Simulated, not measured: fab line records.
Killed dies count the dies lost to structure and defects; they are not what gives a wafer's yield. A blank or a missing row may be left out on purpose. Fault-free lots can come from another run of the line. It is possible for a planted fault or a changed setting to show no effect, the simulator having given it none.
fab line records | flow berkeley_cmos170
record: lots: 6 wafers: 18 last_day: 11
route steps=331 shown M2@282 V2@292
lots that met no fault: from a run of the same line without faults
start_h: hours from the record's opening day to when the first of the lot's shown wafers began | wait_h: hours from the lot's prior step to this one | " as in the row above | L1.1+2: one row covering several wafers at once | - value missing, or start not given | * or withheld: withheld | < > ~ a bound
route shown NAME@n: names a module that has steps shown in the file, with the first one's number in the route | usual: mean/standard deviation of fault-free wafers | same: alike in all rows | chamber/n: place in a boat | sites: readings site by site | _std_site: the standard deviation of these | _edge_site: the outer-site mean with the inner-site mean subtracted | radius_mm: how far each site lies from the wafer's centre | mask NAME#n: copy n | behind: the most recent tool/chamber to have shaped the wafer | hold: the reason the lot was held/the length of the hold in hours/how it ended | device: names the non-switching transistor (n, p or np) | end of line: the tests these same wafers got at the end of their route | a step given without rows: its recipe and nothing more | killed: dies that structure and defects cost at the first sort, which is not the same as the wafer's yield | map: per-die view of a wafer (x killed, . not killed, _ where there is no die)
set.NAME: the setting that was run; set.NAME@STEP: the one run at that earlier step | model.NAME: the simulator's own value behind a step, which no gauge read
certain route steps with their lots: each step a table, each wafer a row
services: the hour from which a tool's chamber was out of use, counted from the record's first day as start_h (under 0 if before that day), plus the number of hours and why
== steps ==
step: UCB170_M2_SOFTBAKE_11
recipe: resist: KrF temp_c: 130 time_s: 60
step: UCB170_M2_EXPOSE_12
recipe: mask_id: METAL2 target_cd_nm: 700 na: 0.5 sigma_outer: 0.6 source_shape: conventional dose_mj: 26
step: UCB170_M2_PEB_13
recipe: peb_temp_c: 130 peb_time_s: withheld resist: KrF
step: UCB170_M2_DEVELOP_14
recipe: developer: TMAH develop_time_s: 45 resist: KrF dev_temp_c: 21
step: UCB170_M2_CD_MEAS_15
recipe: target_cd_nm: 700
usual: cd_nm: 700.4/1.3
columns lot.wafer tool chamber start_h wait_h cd_nm
L898.1 cd_sem-02 - 186.41 - 700.1
L898.3 " - " " 699.8
L898.4 " - " " 700.6
L897.2 cd_sem-02 - 186.67 - 700.6
L897.4 " - " " 700.4
L897.5 " - " " 700.3
L906.3 cd_sem-01 - 223.83 - 702.2
L906.4 " - " " 701.6
L906.5 " - " " 701.9
L905.4 cd_sem-02 - 225.13 - 699.4
L905.5 " - " " 698.8
L905.6 " - " " 699.3
L907.2 cd_sem-01 - 225.68 - 699.7
L907.3 " - " " 699.8
L907.6 " - " " 698.7
L914.3 cd_sem-02 - 262.53 - 701.8
L914.4 " - " " 701.1
L914.6 " - " " 701.1
step: UCB170_M2_OVL_MEAS_16
usual: M2_OVL: -4/5.1
columns lot.wafer tool chamber start_h wait_h M2_OVL[nm]
L898.1 overlay-01 - 186.53 0.1 -6
L898.3 " - " " -10
L898.4 " - " " -7
L897.2 overlay-02 - 186.78 0.1 -7
L897.4 " - " " -5
L897.5 " - " " -15
L906.3 overlay-02 - 223.92 0.1 -3
L906.4 " - " " -7
L906.5 " - " " -1
L905.4 overlay-01 - 225.20 0.1 -7
L905.5 " - " " -4
L905.6 " - " " -3
L907.2 overlay-01 - 225.78 0.1 -6
L907.3 " - " " -3
L907.6 " - " " -5
L914.3 overlay-01 - 262.62 0.1 -6
L914.4 " - " " -7
L914.6 " - " " -10
step: UCB170_M2_ETCH_17
recipe: chemistry: N2/H2 target_depth_a: withheld overetch_a: withheld target: BARC time_s: withheld source_w: 500 bias_w: 100 pressure_mtorr: 30 n2_flow_sccm: 100 h2_flow_sccm: 200
usual: drypump_motor_current_A: 5.8/0.38 oes_product_au: 1.000/0.021 throttle_valve_pct: 13.25/0.19
columns lot.wafer tool chamber start_h wait_h drypump_motor_current_A oes_product_au throttle_valve_pct
L898.1 rie_diel-04 2 186.56 0.0 5.5 1.015 13.48
L898.3 " 3 " " 5.5 1.032 13.35
L898.4 " 1 " " 6.4 0.986 12.94
L897.2 rie_diel-01 2 186.81 0.0 6.1 0.984 13.36
L897.4 " 3 " " 5.6 1.020 13.06
L897.5 " 2 " " 6.1 0.984 13.36
L906.3 rie_diel-01 1 223.95 0.0 6.0 0.966 12.91
L906.4 " 2 " " 6.1 0.998 13.37
L906.5 " 1 " " 6.0 0.975 12.92
L905.4 rie_diel-02 0 225.22 0.0 5.3 0.998 13.33
L905.5 " 3 " " 6.0 0.975 13.27
L905.6 " 2 " " 6.2 1.001 13.44
L907.2 rie_diel-02 3 225.81 0.0 6.0 0.964 13.27
L907.3 " 0 " " 5.3 0.991 13.31
L907.6 " 2 " " 6.3 1.000 13.44
L914.3 rie_diel-02 3 262.64 0.0 6.0 0.983 13.26
L914.4 " 1 " " 5.6 1.001 13.29
L914.6 " 2 " " 6.3 1.012 13.43
step: UCB170_M2_METAL_ETCH_18
recipe: chemistry: Cl2/BCl3 target: Al stop_on: SiO2 pressure_mtorr: 12 target_depth_a: 11700 over_etch_frac: 0.3176 time_s: 195 icp_w: 600 bias_w: 120 Cl2_flow_sccm: 90 bcl3_flow_sccm: 45
usual: drypump_motor_current_A: 5.9/0.52 he_backside_leak_sccm: 3.23/0.19 oes_product_au: 0.850/0.012 throttle_valve_pct: 24.49/0.22
columns lot.wafer tool chamber start_h wait_h drypump_motor_current_A he_backside_leak_sccm oes_product_au rf_hours_counter_h throttle_valve_pct
L898.1 rie_metal-01 0 186.60 - 5.9 3.06 0.862 11 24.71
L898.3 " 1 " " 5.0 3.41 0.863 - 24.23
L898.4 " 0 " " 5.9 3.26 0.868 - 24.71
L897.2 rie_metal-02 1 186.85 - 6.6 2.70 0.856 7 24.78
L897.4 " 0 " " 6.1 3.37 0.848 - 24.38
L897.5 " 1 " " 6.5 3.01 0.849 - 24.79
L906.3 rie_metal-01 1 224.05 - 5.0 3.44 0.868 - 24.24
L906.4 " 0 " " 5.9 3.15 0.866 - 24.72
L906.5 " 0 " " 5.9 3.18 0.862 - 24.71
L905.4 rie_metal-02 0 225.33 - 6.2 3.02 0.836 - 24.38
L905.5 " 1 " " 6.6 3.23 0.840 - 24.78
L905.6 " 0 " " 6.1 3.06 0.837 - 24.38
L907.2 rie_metal-03 0 225.85 - 5.4 3.27 0.852 0 24.52
L907.3 " 1 " " 6.1 3.31 0.828 - 24.26
L907.6 " 1 " " 6.1 3.35 0.836 - 24.26
L914.3 rie_metal-01 1 262.75 - 5.0 3.31 0.857 - 24.23
L914.4 " 0 " " 5.9 3.01 0.874 - 24.71
L914.6 " 0 " " 5.9 3.18 0.866 - 24.72
step: UCB170_M2_STRIP_19
recipe: chemistry: O2 power_w: 400 pressure_mtorr: 3500 platen_temp_c: withheld o2_flow_sccm: 400 overash_fraction: 0.5
usual: drypump_motor_current_A: 5.9/0.44 oes_product_au: 0.534/0.012
columns lot.wafer tool chamber start_h wait_h drypump_motor_current_A oes_product_au rf_hours_counter_h
L898.1 plasma_asher-03 0 186.85 0.2 6.4 0.516 50
L898.3 " 1 " " 5.3 0.544 -
L898.4 " 0 " " 6.4 0.524 -
L897.2 plasma_asher-03 1 187.03 0.1 5.3 0.536 50
L897.4 " 0 " " 6.4 0.509 -
L897.5 " 1 " " 5.3 0.530 -
L906.3 plasma_asher-01 1 224.21 0.1 5.7 0.539 -
L906.4 " 0 " " 6.4 0.538 -
L906.5 " 1 " " 5.6 0.540 -
L905.4 plasma_asher-04 0 225.49 0.1 5.8 0.518 -
L905.5 " 1 " " 5.7 0.545 -
L905.6 " 0 " " 5.8 0.506 -
L907.2 plasma_asher-03 0 226.04 0.1 6.4 0.543 55
L907.3 " 0 " " 6.5 0.548 -
L907.6 " 0 " " 6.4 0.539 -
L914.3 plasma_asher-03 1 262.91 0.1 5.3 0.534 -
L914.4 " 0 " " 6.5 0.525 -
L914.6 " 1 " " 5.3 0.515 -
step: UCB170_M2_CD_MEAS_90
recipe: target_cd_nm: 700
usual: cd_nm: 698.4/2.3
columns lot.wafer tool chamber start_h wait_h cd_nm
L898.1 cd_sem-02 - 186.95 0.1 695.7
L898.3 " - " " 699.3
L898.4 " - " " 694.1
L897.2 cd_sem-01 - 187.15 0.1 700.0
L897.4 " - " " 697.5
L897.5 " - " " 701.6
L906.3 cd_sem-02 - 224.32 0.1 697.1
L906.4 " - " " 695.8
L906.5 " - " " 695.5
L905.4 cd_sem-02 - 225.61 0.1 697.9
L905.5 " - " " 697.6
L905.6 " - " " 700.2
L907.2 cd_sem-02 - 226.16 0.1 699.8
L907.3 " - " " 699.6
L907.6 " - " " 696.7
L914.3 cd_sem-01 - 263.01 0.1 699.8
L914.4 " - " " 696.3
L914.6 " - " " 698.7
step: UCB170_V2_CVD_00
recipe: material: SiO2 target_thk_nm: 2000 temp_c: 390 precursor: TEOS/O2 time_s: 250 rf_w: 550 pressure_mtorr: 9000
usual: heater_power_w: 256/55
columns lot.wafer tool chamber start_h wait_h heater_power_w
L898.1 pecvd-01 2 187.07 0.1 253
L898.3 " 2 " " 181
L898.4 " 1 " " 264
L897.2 pecvd-02 0 187.25 0.1 349
L897.4 " 1 " " 161
L897.5 " 2 " " 208
L906.3 pecvd-01 1 224.40 0.1 310
L906.4 " 2 " " 259
L906.5 " 1 " " 265
L905.4 pecvd-04 2 225.75 0.1 251
L905.5 " 0 " " 302
L905.6 " 1 " " 268
L907.2 pecvd-02 0 226.26 0.1 346
L907.3 " 2 " " 225
L907.6 " 0 " " 279
L914.3 pecvd-01 0 263.09 0.1 291
L914.4 " 1 " " 263
L914.6 " 0 " " 223
step: UCB170_V2_THK_MEAS_01
recipe: reads: SiO2_of_V2_CVD_00
usual: V2_TEOS_THK: 1999/23
columns lot.wafer tool chamber start_h wait_h V2_TEOS_THK[nm]
L898.1 film_metro-02 - 187.31 0.2 1996
L898.3 " - " " 2009
L898.4 " - " " 2033
L897.2 film_metro-02 - 187.42 0.1 1968
L897.4 " - " " 1996
L897.5 " - " " 2009
L906.3 film_metro-02 - 224.57 0.1 1990
L906.4 " - " " 1996
L906.5 " - " " 2009
L905.4 film_metro-02 - 225.86 0.0 2039
L905.5 " - " " 2021
L905.6 " - " " 2013
L907.2 film_metro-03 - 226.43 0.1 1991
L907.3 " - " " 1983
L907.6 " - " " 2008
L914.3 film_metro-02 - 263.27 0.1 1979
L914.4 " - " " 2019
L914.6 " - " " 2020
step: UCB170_V2_CMP_02
recipe: material: SiO2 down_force_psi: 6 platen_rpm: 60 pad_velocity_m_s: 0.75398
usual: motor_current_A: 17.1/1.2
columns lot.wafer tool chamber start_h wait_h motor_current_A model.SiO2_of_V2_CVD_00.thk_nm
L898.1 cmp-02 0 187.37 0.1 18.1 1001
L898.4 " 1 " " 16.2 1002
L898.3 " 3 " " 16.9 999.9
L897.4 cmp-01 2 187.47 0.0 16.3 1001
L897.2 " 0 " " 18.2 1000
L897.5 " 3 " " 15.6 1000
L906.3 cmp-01 0 224.61 0.0 18.1 1347
L906.4 " 2 " " 15.9 1000
L906.5 " 0 " " 17.9 1355
L905.4 cmp-02 3 225.94 0.1 17.7 999
L905.6 " 2 " " 18.7 998.8
L905.5 " 3 " " 17.3 998.8
L907.3 cmp-01 0 226.53 0.1 19.1 1344
L907.2 " 1 " " 16.3 998.5
L907.6 " 0 " " 18.9 1353
L914.4 cmp-02 3 263.41 0.1 16.8 999.7
L914.3 " 0 " " 18.2 999.9
L914.6 " 2 " " 18.5 999.8
step: UCB170_V2_BOW_MEAS_03
recipe: mode: bow
usual: V2_BOW: 38/7
columns lot.wafer tool chamber start_h wait_h V2_BOW[um]
L898.1 film_metro-04 - 187.67 0.2 36
L898.3 " - " " 51
L898.4 " - " " 40
L897.2 film_metro-03 - 187.79 0.2 36
L897.4 " - " " 26
L897.5 " - " " 36
L906.3 film_metro-04 - 224.95 0.3 39
L906.4 " - " " 34
L906.5 " - " " 42
L905.4 film_metro-04 - 226.25 0.3 44
L905.5 " - " " 45
L905.6 " - " " 45
L907.2 film_metro-04 - 226.80 0.2 36
L907.3 " - " " 40
L907.6 " - " " 51
L914.3 film_metro-03 - 263.65 0.1 33
L914.4 " - " " 38
L914.6 " - " " 34
step: UCB170_V2_THK_MEAS_04
recipe: reads: SiO2_of_V2_CVD_00
usual: V2_POLISHED_THK: 999.8/1.1
columns lot.wafer tool chamber start_h wait_h V2_POLISHED_THK[nm]
L898.1 film_metro-04 - 187.79 0.1 1000.8
L898.3 " - " " 1000.7
L898.4 " - " " 1001.3
L897.2 film_metro-03 - 187.90 0.1 999.8
L897.4 " - " " 1000.8
L897.5 " - " " 1000.5
L906.3 film_metro-04 - 225.05 0.1 1347.7
L906.4 " - " " 1000.6
L906.5 " - " " 1355.3
L905.4 film_metro-04 - 226.34 0.1 999.1
L905.5 " - " " 998.4
L905.6 " - " " 999.1
L907.2 film_metro-04 - 226.91 0.1 997.8
L907.3 " - " " 1343.5
L907.6 " - " " 1353.4
L914.3 film_metro-03 - 263.75 0.1 1000.3
L914.4 " - " " 1000.5
L914.6 " - " " 1000.2
step: UCB170_V2_CLEAN_05
recipe: chemistry: DIW
step: UCB170_V2_HMDS_06
recipe: prime_time_s: 60 prime_temp_c: 100
step: UCB170_V2_COAT_07
recipe: resist: KrF spin_rpm: 1500 resist_thk_nm: 900
step: UCB170_V2_SOFTBAKE_08
recipe: resist: KrF temp_c: 130 time_s: 60
step: UCB170_V2_EXPOSE_09
recipe: mask_id: VIA2 target_cd_nm: 700 na: 0.5 sigma_outer: 0.6 source_shape: conventional dose_mj: 37
step: UCB170_V2_PEB_10
recipe: peb_temp_c: 130 peb_time_s: withheld resist: KrF
step: UCB170_V2_DEVELOP_11
recipe: developer: TMAH develop_time_s: 45 resist: KrF dev_temp_c: 21
step: UCB170_V2_CD_MEAS_12
recipe: target_cd_nm: 700
usual: cd_nm: 699.7/1.4
columns lot.wafer tool chamber start_h wait_h cd_nm
L898.1 cd_sem-01 - 188.99 - 700.4
L898.3 " - " " 700.9
L898.4 " - " " 700.5
L897.2 cd_sem-01 - 189.27 - 700.2
L897.4 " - " " 699.3
L897.5 " - " " 698.8
L906.3 cd_sem-01 - 227.02 - 701.0
L906.4 " - " " 702.5
L906.5 " - " " 701.5
L905.4 cd_sem-01 - 227.73 - 701.8
L905.5 " - " " 699.6
L905.6 " - " " 700.7
L907.2 cd_sem-02 - 228.14 - 699.9
L907.3 " - " " 699.1
L907.6 " - " " 699.8
L914.3 cd_sem-01 - 265.29 - 700.1
L914.4 " - " " 698.2
L914.6 " - " " 699.3
step: UCB170_V2_OVL_MEAS_13
usual: V2_OVL: -2/5
columns lot.wafer tool chamber start_h wait_h V2_OVL[nm]
L898.1 overlay-02 - 189.11 0.1 6
L898.3 " - " " 15
L898.4 " - " " 11
L897.2 overlay-01 - 189.38 0.1 2
L897.4 " - " " -2
L897.5 " - " " 0
L906.3 overlay-02 - 227.11 0.1 0
L906.4 " - " " -7
L906.5 " - " " -7
L905.4 overlay-01 - 227.81 0.1 -7
L905.5 " - " " -2
L905.6 " - " " -10
L907.2 overlay-01 - 228.25 0.1 0
L907.3 " - " " -3
L907.6 " - " " -4
L914.3 overlay-02 - 265.39 0.1 -3
L914.4 " - " " -6
L914.6 " - " " -3
step: UCB170_V2_ETCH_14
recipe: chemistry: CHF3/CF4/Ar target: SiO2 stop_on: Al CHF3_flow_sccm: 45 cf4_flow_sccm: 15 Ar_flow_sccm: 150 pressure_mtorr: 200 rf_w: 700 target_depth_a: 12500 over_etch_frac: 0.25 time_s: 291
usual: drypump_motor_current_A: 5.8/0.46 oes_product_au: 0.869/0.015 throttle_valve_pct: 6.95/0.095
columns lot.wafer tool chamber start_h wait_h drypump_motor_current_A oes_product_au rf_hours_counter_h throttle_valve_pct model.etch.depth_nm model.V2.feature_depth_nm
L898.1 rie_diel-04 0 189.15 0.0 6.3 0.864 96 6.77 1001 1001
L898.3 " 3 " " 5.5 0.895 50 6.96 999.9 1000
L898.4 " 3 " " 5.5 0.904 - 6.96 1002 1002
L897.2 rie_diel-03 1 189.41 0.0 5.3 0.876 6 6.94 1000 1000
L897.4 " 0 " " 5.3 0.846 109 6.94 1001 1001
L897.5 " 3 " " 6.5 0.862 - 7.08 1000 1000
L906.3 rie_diel-04 1 227.13 0.0 6.4 1.004 22 6.77 1247 1247
L906.4 " 1 " " 6.4 0.867 - 6.77 1000 1000
L906.5 " 3 " " 5.5 1.031 - 6.96 1256 1256
L905.4 rie_diel-02 0 227.83 0.0 5.3 0.882 129 6.95 999 999
L905.5 " 1 " " 5.6 0.882 - 6.96 998.8 998.8
L905.6 " 0 " " 5.3 0.887 - 6.95 998.8 998.8
L907.2 rie_diel-03 2 228.28 0.0 5.6 0.874 92 6.97 998.5 998.5
L907.3 " 0 " " 5.3 0.975 112 6.94 1275 1275
L907.6 " 1 " " 5.4 1.006 - 6.94 1249 1249
L914.3 rie_diel-03 3 265.41 0.0 6.6 0.864 137 7.09 999.9 1000
L914.4 " 3 " " 6.6 0.865 - 7.09 999.7 999.9
L914.6 " 2 " " 5.6 0.870 - 6.96 999.8 999.8
step: UCB170_V2_STRIP_15
recipe: chemistry: O2 power_w: 400 pressure_mtorr: 3500 platen_temp_c: withheld o2_flow_sccm: 400 overash_fraction: 0.5
usual: drypump_motor_current_A: 5.7/0.35 oes_product_au: 0.721/0.0046 strip_time_to_endpoint_s: 15.30/0.089
columns lot.wafer tool chamber start_h wait_h drypump_motor_current_A oes_product_au rf_hours_counter_h strip_time_to_endpoint_s
L898.1 plasma_asher-03 1 189.32 0.1 5.3 0.722 51 15.41
L898.3 " 0 " " 6.4 0.722 - 15.21
L898.4 " 1 " " 5.3 0.715 - 15.19
L897.2 plasma_asher-02 1 189.59 0.1 5.3 0.725 52 15.44
L897.4 " 1 " " 5.3 0.725 - 15.24
L897.5 " 0 " " 5.6 0.712 - 15.32
L906.3 plasma_asher-03 0 227.35 0.1 6.4 0.721 - 15.39
L906.4 " 1 " " 5.3 0.723 - 15.35
L906.5 " 1 " " 5.3 0.722 - 15.30
L905.4 plasma_asher-02 0 228.04 0.1 5.6 0.723 - 15.37
L905.5 " 1 " " 5.3 0.723 - 15.28
L905.6 " 0 " " 5.7 0.713 - 15.43
L907.2 plasma_asher-04 1 228.46 0.1 5.7 0.716 39 15.20
L907.3 " 1 " " 5.7 0.714 - 15.27
L907.6 " 0 " " 5.8 0.728 - 15.29
L914.3 plasma_asher-04 0 265.62 0.1 5.8 0.719 - 15.26
L914.4 " 1 " " 5.7 0.720 - 15.27
L914.6 " 0 " " 5.8 0.720 - 15.21
== services ==
columns tool chamber start_h hours kind
pecvd-01 0 164.68 34.9 repair
cmp-02 - 167.15 0.4 repair
rie_diel-04 - 177.34 4.3 pm
plasma_asher-04 - 179.09 1.3 repair
rie_diel-04 2 186.76 3.0 repair
plasma_asher-04 - 187.54 2.3 repair
rie_diel-04 - 189.36 2.5 repair
rie_diel-04 3 198.45 3.0 repair
rie_metal-03 0 199.45 - clean
rie_metal-03 0 199.45 17.7 scheduled_down
rie_metal-03 0 199.45 17.7 vent_cycle
cmp-02 - 205.60 0.7 repair
rie_diel-01 - 211.60 0.9 repair
rie_diel-04 2 215.57 - clean
rie_diel-04 2 215.57 33.4 scheduled_down
rie_diel-04 2 215.57 33.4 vent_cycle
pecvd-02 1 231.16 22.0 repair
cmp-01 - 232.00 4.0 pm
cmp-01 - 236.00 - consumable_replace:conditioner
cmp-01 - 236.00 - consumable_replace:pad
rie_diel-03 1 251.05 1.2 repair
pecvd-01 1 253.82 1.7 repair
pecvd-02 0 254.10 8.4 repair
pecvd-02 - 264.00 6.0 pm
== key ==
first_sign: step: UCB170_V2_THK_MEAS_04 reading: V2_POLISHED_THK direction: up sigmas: 99+ usual: 999.8 struck: 1350.0
effect: step: UCB170_V2_ETCH_14 reading: oes_product_au direction: up sigmas: 9.3 usual: 0.869 struck: 1.004
model_effect: step: UCB170_V2_CMP_02 value: SiO2_of_V2_CVD_00.thk_nm without: 1001 struck: 1350
model_effect: step: UCB170_V2_ETCH_14 value: etch.depth_nm without: 1001 struck: 1257
met_at UCB170_V2_CMP_02
struck_wafers L906.3,L906.5,L907.3,L907.6
later_rows_left_out L906.3,L906.5,L907.3,L907.6
sort_left_out L906.3,L906.5,L907.3,L907.6
onset_between 187.47 224.61
fault: kind: process_parameter_drift tool: cmp-01 chamber: 0 onset_h: 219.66 steps: UCB170_V2_CMP_02 channel: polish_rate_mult offset: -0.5 shape: step end_h: 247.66
sort_left_out: the simulated sort isn't trusted on such a fault, so these wafers' sort isn't shown, and their yield isn't known
later_rows_left_out: the simulator's readings of these wafers behind a module that went badly wrong aren't trusted and aren't shown, but for the sort
